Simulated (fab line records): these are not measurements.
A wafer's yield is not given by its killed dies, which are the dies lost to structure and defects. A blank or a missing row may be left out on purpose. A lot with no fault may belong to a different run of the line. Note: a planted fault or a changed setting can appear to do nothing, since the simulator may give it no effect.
The tool behind it: which one? ; flow rit-cmos ; 11 lots with 33 wafers sampled at 2 steps, on a route of 202 steps

== WHAT THE GAUGES READ, wafer by wafer ==
No reading from a measuring or inspecting step in the record can be judged against a usual standard deviation.

== EACH LOT AND THE TOOL THAT RAN IT (in order: tool; ch and the chambers of the sampled wafers; start) ==
lot;RIT_CONTACT_SOFTBAKE_04;RIT_M1_PROBE_99
L793;litho-track-04 ch 0, day 3 15:56;-
L794;litho-track-03 ch 0, day 3 22:02;-
L801;litho-track-04 ch 0, day 5 01:27;-
L802;litho-track-04 ch 0, day 5 12:01;-
L808;litho-track-02 ch 0, day 6 13:11;-
L809;litho-track-03 ch 0, day 6 14:53;prober-02, day 6 21:10
L810;litho-track-02 ch 0, day 6 16:52;-
L812;litho-track-03 ch 0, day 7 07:18;-
L814;litho-track-03 ch 0, day 7 17:11;-
L815;litho-track-03 ch 0, day 7 22:38;-
L816;litho-track-02 ch 0, day 8 03:31;-
- RIT_CONTACT_SOFTBAKE_04: time 60 s.
- RIT_M1_PROBE_99

== WHAT THE TOOLS THEMSELVES READ (means of the sampled wafers that have a number; where no wafer has one, the mark that the record gives instead) ==
RIT_CONTACT_SOFTBAKE_04. Usual: heater-power-total-W 34.56 W, standard deviation 0.049; run-length-s 89.18 s, standard deviation 0.29.
lot;tool;heater-power-total-W (W);run-length-s (s);flag
L793;litho-track-04;34.59;89.15;
L794;litho-track-03;34.52;89.49;
L801;litho-track-04;36.88;77.29;OFF
L802;litho-track-04;36.87;77.42;OFF
L808;litho-track-02;34.54;88.82;
L809;litho-track-03;34.56;89.53;
L810;litho-track-02;34.55;88.89;
L812;litho-track-03;34.56;89.44;
L814;litho-track-03;34.57;89.48;
L815;litho-track-03;34.55;89.59;
L816;litho-track-02;34.58;88.88;

RIT_M1_PROBE_99. Usual: killed-at-contacts 0.0, standard deviation 0.18; killed-at-front-end 7, standard deviation 3; killed-dies 7, standard deviation 3; killed-open 3.6, standard deviation 1.9; killed-short 3.2, standard deviation 1.8.
lot;tool;killed-at-contacts;killed-at-front-end;killed-dies;killed-open;killed-short;flag
L809;prober-02;0.0;4;4;2.3;1.7;

== THE ANSWER, worked out from the rows above alone ==
Rule: take the mean of a lot's wafers that have a number; if it is more than 3 standard deviations from the usual mean, the lot is off. A lot without any number at a reading at which 4 lots or more have one is off too. The other lots that the step has rows for count as sound. First the gauges in route order, then the tools' own readings, where a lot's mean is used as printed above. At the first step where some lot is off, the reading lying furthest off is the one used; lots without a number count as furthest.
Off: L801, L802 (RIT_CONTACT_SOFTBAKE_04, heater-power-total-W).
A tool fits if, at that step or a process step before it, it ran every lot that is off, and no sound lot after the first of them. One fits: RIT_CONTACT_SOFTBAKE_04 on litho-track-04. A fault onset in the window from L793 (day 3 15:56, its last sound lot) to L801 (day 5 01:27, its first lot off) fits.
The tool's own readings at RIT_CONTACT_SOFTBAKE_04 bear it out: on the lots that are off they differ by more than 5 times the standard deviation of the sound lots' means. heater-power-total-W reads 36.88 W there against 34.56 W on the sound lots; run-length-s reads 77.36 s there against 89.25 s on the sound lots.

== WHAT WAS PUT IN BY THE SIMULATOR ==
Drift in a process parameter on litho-track-04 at RIT_CONTACT_SOFTBAKE_04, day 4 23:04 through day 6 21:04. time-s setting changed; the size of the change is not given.
Shown lots that were struck: L801, L802. The rule given above showed the same thing.
